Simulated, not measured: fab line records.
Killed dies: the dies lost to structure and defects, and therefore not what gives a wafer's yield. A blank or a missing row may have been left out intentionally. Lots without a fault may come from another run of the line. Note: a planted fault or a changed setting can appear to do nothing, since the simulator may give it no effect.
Which of the tools did it? + flow rit_cmos + 14 lots with 42 wafers sampled at 2 steps, on a route of 202 steps

## WHAT THE GAUGES READ, wafer by wafer
RIT_NSD_OVL_MEAS_06. Usual: NSD_OVL gives 0.2 nm (standard deviation 1.3).
| lot  | measured    | on         | NSD_OVL (nm)         | flag |
|------|-------------|------------|----------------------|------|
| L849 | day 3 01:05 | overlay-02 | -1.1 0.7 0.6         |      |
| L850 | day 3 04:13 | overlay-02 | -1.7 -0.2 -0.8       |      |
| L851 | day 3 08:29 | overlay-01 | 0.8 1.4 2.1          |      |
| L853 | day 3 23:07 | overlay-01 | -1.6 0.0 -0.5        |      |
| L854 | day 4 01:59 | overlay-02 | -1.7 -0.7 0.9        |      |
| L855 | day 4 06:59 | overlay-01 | 0.2 0.2 1.5          |      |
| L856 | day 4 10:56 | overlay-01 | -2.6 -1.5 -2.5       |      |
| L862 | day 5 17:26 | overlay-02 | -180.4 -180.1 -180.4 | OFF  |
| L864 | day 6 06:40 | overlay-02 | -180.0 -181.3 -180.7 | OFF  |
| L865 | day 6 08:41 | overlay-01 | 1.2 0.9 -1.3         |      |
| L866 | day 6 14:47 | overlay-02 | 0.4 -0.3 -0.5        |      |
| L867 | day 6 18:18 | overlay-02 | -0.3 0.3 0.4         |      |
| L868 | day 6 22:52 | overlay-02 | 1.3 0.4 0.3          |      |
| L869 | day 7 03:25 | overlay-01 | -1.3 -2.3 -1.8       |      |

## TOOL THAT RAN EACH LOT (tool first, then ch and the chambers of the sampled wafers, then the start)
| lot  | RIT_NSD_EXPOSE_03                  |
|------|------------------------------------|
| L849 | iline_stepper-02 ch 0, day 3 00:41 |
| L850 | iline_stepper-02 ch 0, day 3 03:49 |
| L851 | iline_stepper-02 ch 0, day 3 08:06 |
| L853 | iline_stepper-01 ch 0, day 3 22:43 |
| L854 | iline_stepper-02 ch 0, day 4 01:36 |
| L855 | iline_stepper-01 ch 0, day 4 06:37 |
| L856 | iline_stepper-02 ch 0, day 4 10:32 |
| L862 | iline_stepper-01 ch 0, day 5 17:02 |
| L864 | iline_stepper-01 ch 0, day 6 06:16 |
| L865 | iline_stepper-02 ch 0, day 6 08:11 |
| L866 | iline_stepper-02 ch 0, day 6 14:23 |
| L867 | iline_stepper-02 ch 0, day 6 17:54 |
| L868 | iline_stepper-02 ch 0, day 6 22:28 |
| L869 | iline_stepper-02 ch 0, day 7 03:01 |
- RIT_NSD_EXPOSE_03: exposes mask M9, target cd 40700 nm.

## WHAT THE TOOLS THEMSELVES READ (means of the sampled wafers that have a number; where no wafer has one, the mark that the record gives instead)
The record holds no such reading with a usual standard deviation.

## THE ANSWER, worked out from the rows above alone
Rule: take the mean of a lot's wafers that have a number; if it is more than 3 standard deviations from the usual mean, the lot is off. Also off: a lot with no number at a reading for which 4 or more lots have one. Where the step has rows for the other lots, those lots are counted as sound. Order of review: gauges by route order, followed by the tools' own readings, for which a lot's mean as printed above is used. The first step at which some lot is off is used, and at that step the reading that is off furthest; a lot without a number counts as furthest.
Off: L862, L864, seen at RIT_NSD_OVL_MEAS_06 (NSD_OVL).
A tool fits if, at a process step before that reading, it ran every lot that is off, and no sound lot after the first of them. The gauges at RIT_NSD_OVL_MEAS_06 are tried like those tools. One fits: RIT_NSD_EXPOSE_03 on iline_stepper-01. A fault onset in the window from L855 (day 4 06:37, its last sound lot) to L862 (day 5 17:02, its first lot off) fits.

## WHAT THE SIMULATOR PUT IN
Scanner matching overlay: iline_stepper-01, from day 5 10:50 on, at RIT_NSD_EXPOSE_03. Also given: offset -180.
Struck lots among those shown: L862, L864. The rule given above showed the same thing.
